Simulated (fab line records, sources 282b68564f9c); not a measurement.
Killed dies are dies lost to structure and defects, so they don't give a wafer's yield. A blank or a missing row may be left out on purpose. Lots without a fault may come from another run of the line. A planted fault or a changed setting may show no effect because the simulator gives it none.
One fault seen from 2 desks | flow rit_cmos | each desk has only its own numbers; what lay behind them comes last

THE METROLOGY DESK
What the gauges read, lot by lot, whatever tool the lot ran on: means of the sampled wafers that have a number. A lot is out of limits, marked OUT, if its mean lies more than 4 standard deviations from the usual mean; the brackets give that distance.
Columns: A = NWELL_RS at RIT_WELLDRIVE_RS_MEAS_01, usual 275.5 ohm/sq
lot  | first seen here | A
L679 | day 2 05:42     | 275.2
L680 | day 2 09:24     | 274.8
L681 | day 2 13:46     | 275.3
L682 | day 2 18:51     | 275.2
L683 | day 3 00:49     | 276.1
L684 | day 3 06:03     | 274.3
L685 | day 3 11:08     | 275.2
L686 | day 3 14:31     | 275.5
L687 | day 3 19:58     | 276.0
L696 | day 5 17:40     | 347.4 (+89) OUT
L698 | day 6 03:00     | 345.9 (+87) OUT
L699 | day 6 08:05     | 346.9 (+88) OUT
L700 | day 6 12:50     | 273.8
L701 | day 6 19:08     | 275.6
This desk's finding: out of limits on L696, L698, L699; first on L696, day 5 17:40 (NWELL_RS at RIT_WELLDRIVE_RS_MEAS_01). In limits: L679, L680, L681, L682, L683, L684, L685, L686, L687, L700, L701.

THE TOOL OWNER'S DESK: furnace-04
The tool's own readings at RIT_WELLDRIVE_ANNEAL_00 (time 14700 s): means of the sampled wafers that have a number, for each lot that ran on this tool. A lot is out of limits, marked OUT, if its mean lies more than 4 standard deviations from the usual mean; the brackets give that distance.
Columns: A = spike_tc_centre_C at RIT_WELLDRIVE_ANNEAL_00, usual 1102.2 C; B = spike_tc_load_C at RIT_WELLDRIVE_ANNEAL_00, usual 1129.2 C; C = spike_tc_source_C at RIT_WELLDRIVE_ANNEAL_00, usual 1125.6 C; D = tube_center_temp_C at RIT_WELLDRIVE_ANNEAL_00, usual 1100 C; E = tube_center_temp_C_max at RIT_WELLDRIVE_ANNEAL_00, usual 1102.9; F = zone_power_centre_pct at RIT_WELLDRIVE_ANNEAL_00, usual 48.8 %
lot  | first seen here | A                | B                | C                | D                      | E                        | F
L681 | day 2 08:41     | 1103.6           | 1132.4           | 1125.5           | 1100                   | 1102.5                   | 48.7
L682 | day 2 13:46     | 1103.0           | 1131.2           | 1125.6           | 1100                   | 1103.2                   | 48.8
L686 | day 3 09:23     | 1103.4           | 1132.9           | 1125.0           | 1100                   | 1102.8                   | 48.6
L696 | day 5 12:34     | 1043.5 (-42) OUT | 1070.1 (-28) OUT | 1063.8 (-39) OUT | 1040 (-99 or more) OUT | 1042.8 (-99 or more) OUT | 45.3
L698 | day 5 21:55     | 1043.7 (-42) OUT | 1071.2 (-28) OUT | 1064.2 (-38) OUT | 1040 (-99 or more) OUT | 1042.8 (-99 or more) OUT | 45.8
L699 | day 6 03:01     | 1042.0 (-43) OUT | 1071.0 (-28) OUT | 1064.2 (-38) OUT | 1040 (-99 or more) OUT | 1042.9 (-99 or more) OUT | 45.2
This desk's finding: out of limits on L696, L698, L699; first on L696, day 5 12:34 (spike_tc_centre_C at RIT_WELLDRIVE_ANNEAL_00). In limits: L681, L682, L686.

PUT TOGETHER
The tool owner's desk could have raised an alarm at day 5 12:34, on L696, L698, L699.
The metrology desk could have raised an alarm at day 5 17:40, on L696, L698, L699.
Of the lots named, all ran RIT_WELLDRIVE_ANNEAL_00 on furnace-04.

WHAT THE SIMULATOR HAD PUT IN
Process parameter drift: furnace-04, from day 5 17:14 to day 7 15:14, at RIT_WELLDRIVE_ANNEAL_00. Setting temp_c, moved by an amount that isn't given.
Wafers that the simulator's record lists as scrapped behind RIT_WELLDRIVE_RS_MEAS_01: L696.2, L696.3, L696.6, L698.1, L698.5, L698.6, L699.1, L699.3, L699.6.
Lots struck among those shown: L696, L698, L699.
